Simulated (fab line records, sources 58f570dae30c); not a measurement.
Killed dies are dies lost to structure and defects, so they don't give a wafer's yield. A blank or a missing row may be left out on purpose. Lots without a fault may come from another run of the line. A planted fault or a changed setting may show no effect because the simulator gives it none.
Which tool did it? | flow berkeley_cmos170 | 7 lots, 21 wafers sampled, at 1 step of a route of 331

WHAT THE GAUGES READ, wafer by wafer
UCB170_WELLDRIVE_THK_MEAS_02.
lot  | measured    | on            | WELLDRIVE_OXIDE_THK (nm)
L901 | day 3 16:40 | film_metro-02 | 201 200 203
L904 | day 4 10:53 | film_metro-03 | 199 200 196
L906 | day 4 16:02 | film_metro-01 | 196 199 196
L908 | day 5 05:01 | film_metro-02 | 196 199 198
L912 | day 5 16:23 | film_metro-03 | 196 198 197
L914 | day 6 11:59 | film_metro-01 | 200 202 197
L918 | day 7 02:08 | film_metro-03 | 196 197 196

WHICH TOOL RAN EACH LOT (tool, then ch and the chambers of the sampled wafers, then the start)
The record holds no process step before these readings.

THE ANSWER, worked out from the rows above alone
Rule: what is usual is taken from the lots themselves. Put in order of their means at a reading, lots are off if they are a third of the lots or fewer, leave a main group of 4 or more, and stand apart from it by a gap of 3 or more times the standard deviation of the main group's means; of several such gaps the widest counts. A main group whose means are all the same, to the digits that the tables above print for the reading, isn't used. A lot without any number at a reading at which 4 lots or more have one is off too. The other lots that the step has rows for count as sound.
No lot is off at any reading shown: from this, nothing can be told.

WHAT THE SIMULATOR HAD PUT IN
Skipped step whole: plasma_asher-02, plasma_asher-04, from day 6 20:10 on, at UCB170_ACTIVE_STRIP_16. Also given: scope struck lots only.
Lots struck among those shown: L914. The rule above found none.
